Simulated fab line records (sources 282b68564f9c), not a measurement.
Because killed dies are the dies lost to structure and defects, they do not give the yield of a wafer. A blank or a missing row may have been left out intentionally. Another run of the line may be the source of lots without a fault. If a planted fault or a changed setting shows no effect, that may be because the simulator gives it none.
One fault seen from 2 desks | flow ritCmos | numbers are kept per desk, each desk with only its own; the story behind them comes last

## AT THE METROLOGY DESK
What the gauges read, lot by lot, whatever tool the lot ran on: means of the sampled wafers that have a number. Any lot whose mean is over 4 standard deviations away from the usual mean is out of limits and marked OUT; that distance is given in the brackets.
Columns: A = FIELD_OXIDE_LEFT_2_THK at RIT_FOX2_THK_MEAS_91, usual 257 nm; B = PSD_TW at RIT_PSD_TW_MEAS_10, usual 3386; C = PSD_RS at RIT_SDANNEAL_RS_MEAS_04, usual 115.9 ohm/sq; D = PLDD_RS at RIT_SDANNEAL_RS_MEAS_06, usual 178.7 ohm/sq
lot  | first seen here | A   | B              | C               | D
L728 | day 2 08:02     | 250 | 3391           | 116.2           | 179.5
L729 | day 2 12:30     | 259 | 3393           | 116.1           | 179.0
L730 | day 2 18:30     | 261 | 3409           | 115.6           | 178.0
L731 | day 2 23:26     | 245 | 3409           | 116.3           | 178.9
L733 | day 3 09:19     | 249 | 3391           | 115.5           | 178.1
L734 | day 3 13:31     | 252 | 3375           | 115.7           | 178.0
L736 | day 4 00:15     | 256 | 3372           | 116.2           | 179.1
L740 | day 4 20:29     | 262 | 3399           | 116.0           | 178.8
L744 | day 5 15:56     | 267 | 2935 (-20) OUT | 131.1 (+51) OUT | 178.7
L745 | day 5 20:59     | 251 | 2926 (-20) OUT | 131.2 (+51) OUT | 178.4
L746 | day 6 01:56     | 253 | 3368           | 116.0           | 178.3
L747 | day 6 09:27     | 267 | 3373           | 115.7           | 177.5
L749 | day 6 19:36     | 258 | 3386           | 115.4           | 178.7
L750 | day 6 23:55     | 253 | 3447           | 116.2           | 178.9
Per this desk, out of limits: L744, L745; the first was L744, day 6 09:11 (PSD_TW at RIT_PSD_TW_MEAS_10). In limits: L728, L729, L730, L731, L733, L734, L736, L740, L746, L747, L749, L750.

## DESK OF THE TOOL OWNER: implanter-03
For each lot that ran on this tool, the mean over its sampled wafers that have a number, from the tool's own readings at RIT_PSD_IMPLANT_08. Any lot whose mean is over 4 standard deviations away from the usual mean is out of limits and marked OUT; that distance is given in the brackets.
Columns: A = beamOnS at RIT_PSD_IMPLANT_08, usual 12.4 s; B = doseIonsCm2 at RIT_PSD_IMPLANT_08, usual 5.001e+15; C = endStationPressureTorr at RIT_PSD_IMPLANT_08, usual 1.48e-05 Torr; D = faradayCurrentUA at RIT_PSD_IMPLANT_08, usual 12413
lot  | first seen here | A    | B                           | C                   | D
L728 | day 3 00:00     | 13.1 | 5.005e+15                   | 1.45e-05            | 11769
L736 | day 4 17:32     | 12.9 | 5.002e+15                   | 1.41e-05            | 11944
L744 | day 6 08:53     | 10.0 | 1.803e+15 (-99 or more) OUT | 9.83e-06 (-4.1) OUT | 5599 (-7.7) OUT
L745 | day 6 14:06     | 9.7  | 1.798e+15 (-99 or more) OUT | 9.60e-06 (-4.3) OUT | 5756 (-7.5) OUT
Finding of this desk: L744, L745 out of limits; the first was L744 at day 6 08:53, on doseIonsCm2 at RIT_PSD_IMPLANT_08. In limits: L728, L736.

## BROUGHT TOGETHER
The tool owner's desk had the chance to raise an alarm at day 6 08:53 on L744, L745.
Metrology desk: alarm possible at day 6 09:11 on L744, L745.
All the named lots went through RIT_PSD_IMPLANT_08 on implanter-03.

## WHAT WAS PUT IN BY THE SIMULATOR
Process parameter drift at RIT_PSD_IMPLANT_08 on implanter-03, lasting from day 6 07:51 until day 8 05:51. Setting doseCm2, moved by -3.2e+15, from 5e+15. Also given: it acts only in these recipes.
Lots struck among those shown: L744, L745.
Fault start to first reading out of limits, in hours, per desk: tool owner, 1; metrology, 1.
